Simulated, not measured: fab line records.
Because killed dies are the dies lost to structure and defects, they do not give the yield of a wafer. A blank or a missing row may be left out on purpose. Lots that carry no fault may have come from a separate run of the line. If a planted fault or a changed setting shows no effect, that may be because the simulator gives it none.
fab line records + flow berkeley_cmos170
record
- lots=14
- wafers=42
- last_day=12
route steps=331 shown ACTIVE@77 FIELD@96 PVT@116
lots with no fault: from the same line, run without faults
start_h: the number of hours between the record's first day and the start of the first shown wafer of the lot + wait_h: how many hours have passed since the lot's step before this one + " repeats the value in the row above + L1.1+2: a single row standing in for several wafers + - either no value or no given start + * or withheld: withheld + < > ~ a bound
route shown NAME@n: names a module that has steps shown in the file, with the first one's number in the route + usual: mean and standard deviation over wafers with no fault + same: alike in all rows + chamber/n: place in a boat + sites: the reading at each site + _std_site: the values' standard deviation + _edge_site: outer sites' mean less inner sites' + radius_mm: for every site, how far away it sits from the centre of the wafer + mask NAME#n: copy n + behind: tool/chamber where the wafer was last shaped + hold: cause of the lot's hold/its duration in hours/its outcome + device: whichever transistor did not switch (one of n, p or np) + end of line: the tests these same wafers got at the end of their route + a step with no rows: only its recipe + killed: dies that structure and defects cost at the first sort, which is not the same as the wafer's yield + map: the dies of a wafer, with x for killed, . for not killed, _ for no die there
set.NAME: the setting as run; set.NAME@STEP: as run at that earlier step + model.NAME: the simulator's own value behind a step, which no gauge read
one table for each step of the route and one row for each wafer, over a sample of lots
## steps
# step UCB170_ACTIVE_CD_MEAS_90
# recipe
- target_cd_nm=1200
# usual
- cd_nm=1200.3/1.5
| lot.wafer | tool      | chamber | start_h | wait_h | cd_nm  |
|-----------|-----------|---------|---------|--------|--------|
| L449.1    | cd_sem-01 | -       | 91.80   | 0.1    | 1199.9 |
| L449.3    | "         | -       | "       | "      | 1200.1 |
| L449.5    | "         | -       | "       | "      | 1200.8 |
| L450.1    | cd_sem-01 | -       | 91.92   | 0.1    | 1200.4 |
| L450.2    | "         | -       | "       | "      | 1199.2 |
| L450.4    | "         | -       | "       | "      | 1199.9 |
| L454.1    | cd_sem-01 | -       | 105.48  | 0.1    | 1200.3 |
| L454.3    | "         | -       | "       | "      | 1200.2 |
| L454.5    | "         | -       | "       | "      | 1200.7 |
| L455.3    | cd_sem-02 | -       | 110.12  | 0.1    | 1202.3 |
| L455.4    | "         | -       | "       | "      | 1201.6 |
| L455.5    | "         | -       | "       | "      | 1202.3 |
| L457.2    | cd_sem-01 | -       | 119.28  | 0.1    | 1203.7 |
| L457.3    | "         | -       | "       | "      | 1202.5 |
| L457.6    | "         | -       | "       | "      | 1203.3 |
| L459.2    | cd_sem-02 | -       | 134.49  | 0.1    | 1198.3 |
| L459.5    | "         | -       | "       | "      | 1199.0 |
| L459.6    | "         | -       | "       | "      | 1198.9 |
| L458.1    | cd_sem-01 | -       | 134.76  | 0.1    | 1199.3 |
| L458.5    | "         | -       | "       | "      | 1197.8 |
| L458.6    | "         | -       | "       | "      | 1198.3 |
| L462.1    | cd_sem-01 | -       | 147.38  | 0.1    | 1200.4 |
| L462.2    | "         | -       | "       | "      | 1200.4 |
| L462.6    | "         | -       | "       | "      | 1200.5 |
| L461.2    | cd_sem-02 | -       | 147.68  | 0.1    | 1201.0 |
| L461.4    | "         | -       | "       | "      | 1200.3 |
| L461.6    | "         | -       | "       | "      | 1200.4 |
| L464.1    | cd_sem-01 | -       | 155.22  | 0.1    | 1202.0 |
| L464.2    | "         | -       | "       | "      | 1201.6 |
| L464.6    | "         | -       | "       | "      | 1201.8 |
| L465.3    | cd_sem-02 | -       | 155.22  | 0.1    | 1200.2 |
| L465.5    | "         | -       | "       | "      | 1199.0 |
| L465.6    | "         | -       | "       | "      | 1197.8 |
| L466.1    | cd_sem-01 | -       | 160.81  | 0.1    | 1199.0 |
| L466.2    | "         | -       | "       | "      | 1199.9 |
| L466.5    | "         | -       | "       | "      | 1198.9 |
| L471.2    | cd_sem-02 | -       | 186.78  | 0.1    | 1201.2 |
| L471.5    | "         | -       | "       | "      | 1202.2 |
| L471.6    | "         | -       | "       | "      | 1201.1 |
| L472.1    | cd_sem-01 | -       | 196.74  | 0.1    | 1199.5 |
| L472.2    | "         | -       | "       | "      | 1199.4 |
| L472.5    | "         | -       | "       | "      | 1199.4 |
# step UCB170_FIELD_THK_MEAS_90
# recipe
- reads=SiO2_of_FIELD_OXIDATION_01
# usual
- FIELD_OXIDE_LEFT_1_THK=441/13
| lot.wafer | tool          | chamber | start_h | wait_h | FIELD_OXIDE_LEFT_1_THK[nm] |
|-----------|---------------|---------|---------|--------|----------------------------|
| L449.1    | film_metro-02 | -       | 105.09  | 0.0    | 420                        |
| L449.3    | "             | -       | "       | "      | 423                        |
| L449.5    | "             | -       | "       | "      | 416                        |
| L450.1    | film_metro-02 | -       | 105.15  | 0.1    | 419                        |
| L450.2    | "             | -       | "       | "      | 421                        |
| L450.4    | "             | -       | "       | "      | 427                        |
| L454.1    | film_metro-03 | -       | 122.20  | 0.0    | 449                        |
| L454.3    | "             | -       | "       | "      | 443                        |
| L454.5    | "             | -       | "       | "      | 451                        |
| L455.3    | film_metro-04 | -       | 126.56  | 0.0    | 431                        |
| L455.4    | "             | -       | "       | "      | 425                        |
| L455.5    | "             | -       | "       | "      | 425                        |
| L457.2    | film_metro-02 | -       | 134.50  | 0.0    | 426                        |
| L457.3    | "             | -       | "       | "      | 418                        |
| L457.6    | "             | -       | "       | "      | 426                        |
| L458.1    | film_metro-02 | -       | 148.66  | 0.0    | 464                        |
| L458.5    | "             | -       | "       | "      | 459                        |
| L458.6    | "             | -       | "       | "      | 464                        |
| L459.2    | film_metro-03 | -       | 148.67  | 0.0    | 455                        |
| L459.5    | "             | -       | "       | "      | 448                        |
| L459.6    | "             | -       | "       | "      | 446                        |
| L462.1    | film_metro-02 | -       | 162.44  | 0.0    | 441                        |
| L462.2    | "             | -       | "       | "      | 445                        |
| L462.6    | "             | -       | "       | "      | 428                        |
| L461.2    | film_metro-03 | -       | 162.45  | 0.0    | 436                        |
| L461.4    | "             | -       | "       | "      | 434                        |
| L461.6    | "             | -       | "       | "      | 438                        |
| L464.1    | film_metro-03 | -       | 168.62  | 0.0    | 425                        |
| L464.2    | "             | -       | "       | "      | 439                        |
| L464.6    | "             | -       | "       | "      | 440                        |
| L465.3    | film_metro-02 | -       | 168.64  | 0.0    | 460                        |
| L465.5    | "             | -       | "       | "      | 453                        |
| L465.6    | "             | -       | "       | "      | 449                        |
| L466.1    | film_metro-03 | -       | 179.12  | 0.0    | 427                        |
| L466.2    | "             | -       | "       | "      | 434                        |
| L466.5    | "             | -       | "       | "      | 433                        |
| L471.2    | film_metro-02 | -       | 202.52  | 0.0    | 462                        |
| L471.5    | "             | -       | "       | "      | 453                        |
| L471.6    | "             | -       | "       | "      | 456                        |
| L472.1    | film_metro-04 | -       | 214.38  | 0.0    | 471                        |
| L472.2    | "             | -       | "       | "      | 465                        |
| L472.5    | "             | -       | "       | "      | 464                        |
# step UCB170_PVT_COAT_01
# recipe
- resist=KrF
- spin_rpm=1500
- resist_thk_nm=900
# usual
- chill_plate_temp_C=22.98/0.12
- dispense_pressure_kPa=52/3.8
| lot.wafer | tool           | chamber | start_h | wait_h | chill_plate_temp_C | dispense_pressure_kPa |
|-----------|----------------|---------|---------|--------|--------------------|-----------------------|
| L450.1    | litho_track-04 | 0       | 116.77  | 0.1    | 22.89              | 53                    |
| L450.2    | "              | 0       | "       | "      | 22.93              | 53                    |
| L450.4    | "              | 0       | "       | "      | 22.98              | 53                    |
| L449.1    | litho_track-02 | 0       | 117.12  | 0.1    | 23.06              | 48                    |
| L449.3    | "              | 0       | "       | "      | 22.95              | 48                    |
| L449.5    | "              | 0       | "       | "      | 22.87              | 48                    |
| L454.1    | litho_track-03 | 0       | 139.36  | 0.1    | 22.93              | 56                    |
| L454.3    | "              | 0       | "       | "      | 22.97              | 56                    |
| L454.5    | "              | 0       | "       | "      | 22.93              | 56                    |
| L455.3    | litho_track-02 | 0       | 139.37  | 0.1    | 22.96              | 48                    |
| L455.4    | "              | 0       | "       | "      | 23.32              | 48                    |
| L455.5    | "              | 0       | "       | "      | 23.12              | 48                    |
| L457.2    | litho_track-03 | 0       | 147.93  | 0.1    | 22.94              | 56                    |
| L457.3    | "              | 0       | "       | "      | 22.98              | 56                    |
| L457.6    | "              | 0       | "       | "      | 23.01              | 56                    |
| L458.1    | litho_track-02 | 0       | 160.20  | 0.1    | 22.92              | 48                    |
| L458.5    | "              | 0       | "       | "      | 22.98              | 48                    |
| L458.6    | "              | 0       | "       | "      | 22.92              | 48                    |
| L459.2    | litho_track-03 | 0       | 160.63  | 0.1    | 22.90              | 56                    |
| L459.5    | "              | 0       | "       | "      | 22.87              | 56                    |
| L459.6    | "              | 0       | "       | "      | 22.98              | 56                    |
| L461.2    | litho_track-03 | -       | 179.90  | 0.1    | -                  | -                     |
| L461.4    | "              | -       | "       | "      | -                  | -                     |
| L461.6    | "              | -       | "       | "      | -                  | -                     |
| L462.1    | litho_track-02 | -       | 180.16  | 0.1    | -                  | -                     |
| L462.2    | "              | -       | "       | "      | -                  | -                     |
| L462.6    | "              | -       | "       | "      | -                  | -                     |
| L464.1    | litho_track-02 | 0       | 184.65  | 0.1    | 23.07              | 48                    |
| L464.2    | "              | 0       | "       | "      | 23.14              | 48                    |
| L464.6    | "              | 0       | "       | "      | 23.03              | 48                    |
| L465.3    | litho_track-02 | 0       | 185.37  | 0.1    | 23.03              | 48                    |
| L465.5    | "              | 0       | "       | "      | 23.06              | 48                    |
| L465.6    | "              | 0       | "       | "      | 23.13              | 48                    |
| L466.1    | litho_track-03 | 0       | 197.76  | 0.1    | 23.16              | 56                    |
| L466.2    | "              | 0       | "       | "      | 23.09              | 56                    |
| L466.5    | "              | 0       | "       | "      | 23.02              | 56                    |
| L471.2    | litho_track-02 | 0       | 220.62  | 0.1    | 22.84              | 48                    |
| L471.5    | "              | 0       | "       | "      | 23.10              | 48                    |
| L471.6    | "              | 0       | "       | "      | 23.02              | 48                    |
| L472.1    | litho_track-04 | 0       | 226.81  | 0.1    | 22.85              | 53                    |
| L472.2    | "              | 0       | "       | "      | 22.90              | 53                    |
| L472.5    | "              | 0       | "       | "      | 22.95              | 53                    |
# step UCB170_PVT_OVL_MEAS_06
# usual
- PVT_OVL=0/4.3
| lot.wafer | tool       | chamber | start_h | wait_h | PVT_OVL[nm] |
|-----------|------------|---------|---------|--------|-------------|
| L450.1    | overlay-02 | -       | 117.58  | -      | -2          |
| L450.2    | "          | -       | "       | "      | -9          |
| L450.4    | "          | -       | "       | "      | 0           |
| L449.1    | overlay-02 | -       | 117.93  | -      | 0           |
| L449.3    | "          | -       | "       | "      | 2           |
| L449.5    | "          | -       | "       | "      | -8          |
| L455.3    | overlay-01 | -       | 140.02  | -      | 1           |
| L455.4    | "          | -       | "       | "      | 2           |
| L455.5    | "          | -       | "       | "      | -1          |
| L454.1    | overlay-02 | -       | 140.25  | -      | -4          |
| L454.3    | "          | -       | "       | "      | 1           |
| L454.5    | "          | -       | "       | "      | 0           |
| L457.2    | overlay-02 | -       | 148.93  | -      | -2          |
| L457.3    | "          | -       | "       | "      | 10          |
| L457.6    | "          | -       | "       | "      | 3           |
| L458.1    | overlay-02 | -       | 160.99  | -      | -3          |
| L458.5    | "          | -       | "       | "      | 0           |
| L458.6    | "          | -       | "       | "      | -4          |
| L459.2    | overlay-02 | -       | 161.97  | -      | -4          |
| L459.5    | "          | -       | "       | "      | 9           |
| L459.6    | "          | -       | "       | "      | 0           |
| L461.2    | overlay-02 | -       | 180.77  | -      | -           |
| L461.4    | "          | -       | "       | "      | -           |
| L461.6    | "          | -       | "       | "      | -           |
| L462.1    | overlay-01 | -       | 180.88  | -      | -           |
| L462.2    | "          | -       | "       | "      | -           |
| L462.6    | "          | -       | "       | "      | -           |
| L464.1    | overlay-01 | -       | 185.34  | -      | 6           |
| L464.2    | "          | -       | "       | "      | 7           |
| L464.6    | "          | -       | "       | "      | 3           |
| L465.3    | overlay-01 | -       | 186.02  | -      | 0           |
| L465.5    | "          | -       | "       | "      | -1          |
| L465.6    | "          | -       | "       | "      | 0           |
| L466.1    | overlay-02 | -       | 198.88  | -      | -4          |
| L466.2    | "          | -       | "       | "      | -4          |
| L466.5    | "          | -       | "       | "      | -5          |
| L471.2    | overlay-02 | -       | 221.41  | -      | 5           |
| L471.5    | "          | -       | "       | "      | 2           |
| L471.6    | "          | -       | "       | "      | -5          |
| L472.1    | overlay-02 | -       | 227.68  | -      | -1          |
| L472.2    | "          | -       | "       | "      | 11          |
| L472.5    | "          | -       | "       | "      | -2          |
# step UCB170_PVT_TW_MEAS_09
# usual
- PVT_TW=509.0/2.8
| lot.wafer | tool          | chamber | start_h | wait_h | PVT_TW |
|-----------|---------------|---------|---------|--------|--------|
| L450.1    | film_metro-02 | -       | 117.87  | 0.1    | 509.0  |
| L450.2    | "             | -       | "       | "      | 512.7  |
| L450.4    | "             | -       | "       | "      | 510.1  |
| L449.1    | film_metro-04 | -       | 118.22  | 0.1    | 506.2  |
| L449.3    | "             | -       | "       | "      | 505.1  |
| L449.5    | "             | -       | "       | "      | 505.1  |
| L455.3    | film_metro-03 | -       | 140.32  | 0.1    | 511.6  |
| L455.4    | "             | -       | "       | "      | 510.5  |
| L455.5    | "             | -       | "       | "      | 509.0  |
| L454.1    | film_metro-04 | -       | 140.54  | 0.1    | 503.9  |
| L454.3    | "             | -       | "       | "      | 503.6  |
| L454.5    | "             | -       | "       | "      | 505.1  |
| L457.2    | film_metro-04 | -       | 149.22  | 0.1    | 505.3  |
| L457.3    | "             | -       | "       | "      | 504.5  |
| L457.6    | "             | -       | "       | "      | 504.0  |
| L458.1    | film_metro-03 | -       | 161.28  | 0.1    | 509.5  |
| L458.5    | "             | -       | "       | "      | 509.2  |
| L458.6    | "             | -       | "       | "      | 508.0  |
| L459.2    | film_metro-03 | -       | 162.26  | 0.1    | 509.4  |
| L459.5    | "             | -       | "       | "      | 506.8  |
| L459.6    | "             | -       | "       | "      | 505.8  |
| L461.2    | film_metro-02 | -       | 181.06  | 0.1    | 509.4  |
| L461.4    | "             | -       | "       | "      | 513.4  |
| L461.6    | "             | -       | "       | "      | 511.2  |
| L462.1    | film_metro-03 | -       | 181.17  | 0.1    | 512.7  |
| L462.2    | "             | -       | "       | "      | 512.1  |
| L462.6    | "             | -       | "       | "      | 511.1  |
| L464.1    | film_metro-03 | -       | 185.63  | 0.1    | 509.5  |
| L464.2    | "             | -       | "       | "      | 511.5  |
| L464.6    | "             | -       | "       | "      | 508.5  |
| L465.3    | film_metro-03 | -       | 186.31  | 0.1    | 512.7  |
| L465.5    | "             | -       | "       | "      | 511.3  |
| L465.6    | "             | -       | "       | "      | 512.2  |
| L466.1    | film_metro-03 | -       | 199.17  | 0.1    | 507.5  |
| L466.2    | "             | -       | "       | "      | 508.4  |
| L466.5    | "             | -       | "       | "      | 509.2  |
| L471.2    | film_metro-02 | -       | 221.70  | 0.1    | 510.1  |
| L471.5    | "             | -       | "       | "      | 510.2  |
| L471.6    | "             | -       | "       | "      | 510.1  |
| L472.1    | film_metro-03 | -       | 227.96  | 0.1    | 506.1  |
| L472.2    | "             | -       | "       | "      | 511.0  |
| L472.5    | "             | -       | "       | "      | 512.0  |
## key
first_sign
- step=UCB170_PVT_COAT_01
- reading=tool_record
- direction=missing
effect
- step=UCB170_PVT_OVL_MEAS_06
- reading=PVT_OVL
- direction=missing
met_at UCB170_PVT_COAT_01
struck_lots L461,L462
sort_left_out L461.2,L461.4,L461.6,L462.1,L462.2,L462.6
tester_left_out L461,L462
not_acting_at UCB170_ACTIVE_CD_MEAS_90,UCB170_FIELD_THK_MEAS_90,UCB170_PVT_TW_MEAS_09
onset_between 160.63 179.90
fault
- kind=skipped_step_whole
- tool=litho_track-02,litho_track-03
- chamber=-
- onset_h=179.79
- steps=UCB170_PVT_COAT_01
- scope=struck_lots_only
# tester_left_out: of these lots the tester's yield and bins aren't shown, on N5 and GAA mostly nor the transistor test; their killed dies are dies lost to structure and defects alone, not to doping, threshold or leakage, so they don't give the yield
# sort_left_out: the simulated sort isn't trusted on such a fault, so these wafers' sort isn't shown, and their yield isn't known
